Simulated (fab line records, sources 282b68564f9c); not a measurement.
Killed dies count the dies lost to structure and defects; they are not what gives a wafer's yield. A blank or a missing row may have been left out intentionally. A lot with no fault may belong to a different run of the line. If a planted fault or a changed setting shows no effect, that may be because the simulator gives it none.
Lot-split experiment || flow rit cmos || 23 wafers read across 5 lots, on a route 202 steps long

== THE SPLIT ITSELF ==
At RIT_M1_DEVELOP_08 (develop time 68 s), the setting develop time s was moved away from the recipe's 68 s on 10 of the 23 wafers read, by -8.3% to +14.7%. This setting was run at the recipe's value on the other wafers.

Split to reading: the file shows no intervening step.

== THE READING ==
Shown in nm: cd nm at RIT_M1_CD_MEAS_09, with target cd 2600 nm. A value of 2600.0 nm with a standard deviation of 2.4 nm is what fault-free wafers of this fab line usually give.

{"wafer": "L077.1", "tool, chamber at the split": "litho track-04, 0", "develop time s as run, s": 65.23, "against the recipe": "-4.1%", "cd nm, nm": 2603.1, "against lot-mates on the recipe": "+0.7"}
{"wafer": "L077.2", "tool, chamber at the split": "litho track-04, 0", "develop time s as run, s": 68, "against the recipe": "recipe", "cd nm, nm": 2598.9, "against lot-mates on the recipe": "-"}
{"wafer": "L077.3", "tool, chamber at the split": "litho track-04, 0", "develop time s as run, s": 65.23, "against the recipe": "-4.1%", "cd nm, nm": 2600.2, "against lot-mates on the recipe": -2.2}
{"wafer": "L077.4", "tool, chamber at the split": "litho track-04, 0", "develop time s as run, s": 65.23, "against the recipe": "-4.1%", "cd nm, nm": 2611.2, "against lot-mates on the recipe": "+8.8"}
{"wafer": "L077.6", "tool, chamber at the split": "litho track-04, 0", "develop time s as run, s": 68, "against the recipe": "recipe", "cd nm, nm": 2605.8, "against lot-mates on the recipe": "-"}
{"wafer": "L079.1", "tool, chamber at the split": "litho track-04, 0", "develop time s as run, s": 68, "against the recipe": "recipe", "cd nm, nm": 2599.8, "against lot-mates on the recipe": "-"}
{"wafer": "L079.2", "tool, chamber at the split": "litho track-04, 0", "develop time s as run, s": 78.02, "against the recipe": "+14.7%", "cd nm, nm": 2586.2, "against lot-mates on the recipe": -13.2}
{"wafer": "L079.4", "tool, chamber at the split": "litho track-04, 0", "develop time s as run, s": 78.02, "against the recipe": "+14.7%", "cd nm, nm": 2586.5, "against lot-mates on the recipe": -12.9}
{"wafer": "L079.5", "tool, chamber at the split": "litho track-04, 0", "develop time s as run, s": 78.02, "against the recipe": "+14.7%", "cd nm, nm": 2586.6, "against lot-mates on the recipe": -12.8}
{"wafer": "L079.6", "tool, chamber at the split": "litho track-04, 0", "develop time s as run, s": 68, "against the recipe": "recipe", "cd nm, nm": 2598.9, "against lot-mates on the recipe": "-"}
{"wafer": "L080.1", "tool, chamber at the split": "litho track-01, 0", "develop time s as run, s": 68, "against the recipe": "recipe", "cd nm, nm": 2603.2, "against lot-mates on the recipe": "-"}
{"wafer": "L080.4", "tool, chamber at the split": "litho track-01, 0", "develop time s as run, s": 68, "against the recipe": "recipe", "cd nm, nm": 2600.8, "against lot-mates on the recipe": "-"}
{"wafer": "L080.5", "tool, chamber at the split": "litho track-01, 0", "develop time s as run, s": 68, "against the recipe": "recipe", "cd nm, nm": 2601.8, "against lot-mates on the recipe": "-"}
{"wafer": "L081.1", "tool, chamber at the split": "litho track-04, 0", "develop time s as run, s": 68, "against the recipe": "recipe", "cd nm, nm": 2592.9, "against lot-mates on the recipe": "-"}
{"wafer": "L081.2", "tool, chamber at the split": "litho track-04, 0", "develop time s as run, s": 68, "against the recipe": "recipe", "cd nm, nm": 2594.0, "against lot-mates on the recipe": "-"}
{"wafer": "L081.4", "tool, chamber at the split": "litho track-04, 0", "develop time s as run, s": 62.34, "against the recipe": "-8.3%", "cd nm, nm": 2603.4, "against lot-mates on the recipe": "+7.5"}
{"wafer": "L081.5", "tool, chamber at the split": "litho track-04, 0", "develop time s as run, s": 62.34, "against the recipe": "-8.3%", "cd nm, nm": 2606.5, "against lot-mates on the recipe": "+10.6"}
{"wafer": "L081.6", "tool, chamber at the split": "litho track-04, 0", "develop time s as run, s": 68, "against the recipe": "recipe", "cd nm, nm": 2600.7, "against lot-mates on the recipe": "-"}
{"wafer": "L085.1", "tool, chamber at the split": "litho track-01, 0", "develop time s as run, s": 68, "against the recipe": "recipe", "cd nm, nm": 2599.2, "against lot-mates on the recipe": "-"}
{"wafer": "L085.2", "tool, chamber at the split": "litho track-01, 0", "develop time s as run, s": 68, "against the recipe": "recipe", "cd nm, nm": 2600.5, "against lot-mates on the recipe": "-"}
{"wafer": "L085.3", "tool, chamber at the split": "litho track-01, 0", "develop time s as run, s": 74.88, "against the recipe": "+10.1%", "cd nm, nm": 2590.7, "against lot-mates on the recipe": -9.2}
{"wafer": "L085.5", "tool, chamber at the split": "litho track-01, 0", "develop time s as run, s": 74.88, "against the recipe": "+10.1%", "cd nm, nm": 2591.0, "against lot-mates on the recipe": -8.9}
{"wafer": "L085.6", "tool, chamber at the split": "litho track-01, 0", "develop time s as run, s": 68, "against the recipe": "recipe", "cd nm, nm": 2599.9, "against lot-mates on the recipe": "-"}

FIT RESULTS
A straight line over all 23 wafers: cd nm changes by -0.877 nm for each +1% of develop time s; r = -0.88; the points scatter about the line by 3.3 nm.
The same after taking each lot's own level away (the mean of its wafers on the recipe; 23 wafers): -0.896 nm for each +1%; r = -0.92; scatter 2.6 nm.
According to that fit, moving develop time s by its largest amount changes the reading by 13 nm.
The lots' own levels span 2595.87 to 2602.35 nm, that is 2.7 times the standard deviation above.
So the lot-to-lot level changes the slope little: the two slopes agree.
Check: -13.2 nm against its lot-mates is what the line predicts for one of the wafers moved furthest among these (+14.7%) when that wafer is left out of the fit. Against them it came out at -13.2 nm.

== FURTHER SPLITS ON THESE WAFERS ==
Other splits were also applied to these wafers ahead of the reading. Each is held against what the fit with the lots' levels taken away leaves over:
{"other split on the same wafers": "RIT_PSD_COAT_01 spin rpm", "wafers away from the commonest value": 7, "r with cd nm (lot level and that fit taken away)": "+0.13"}
{"other split on the same wafers": "RIT_SILICIDE_SPUTTER_01 power w", "wafers away from the commonest value": 12, "r with cd nm (lot level and that fit taken away)": -0.18}
{"other split on the same wafers": "RIT_CONTACT_CVD_00 time s", "wafers away from the commonest value": 8, "r with cd nm (lot level and that fit taken away)": "+0.23"}
{"other split on the same wafers": "RIT_M1_SPUTTER_00 chamber pressure pa", "wafers away from the commonest value": 15, "r with cd nm (lot level and that fit taken away)": -0.03}
{"other split on the same wafers": "RIT_M1_COAT_04 resist thk nm", "wafers away from the commonest value": 5, "r with cd nm (lot level and that fit taken away)": "+0.53"}

== THE WHOLE CHAIN: every reading that the file lists as answering this split, in the file's order ==
{"step": "RIT_M1_CD_MEAS_09", "what it does": "target cd 2600 nm", "reading": "cd nm", "change (the file's fit)": "-0.906 nm for each +1% of the setting", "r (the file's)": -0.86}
{"step": "RIT_M1_CD_MEAS_90", "what it does": "target cd 2600 nm", "reading": "cd nm", "change (the file's fit)": "-0.916 nm for each +1% of the setting, in a fit together with resist thk nm@M1_COAT_04", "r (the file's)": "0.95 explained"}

== FILE'S OWN FIT ==
cd nm changes by -0.906 nm for each +1% of develop time s, r = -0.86.
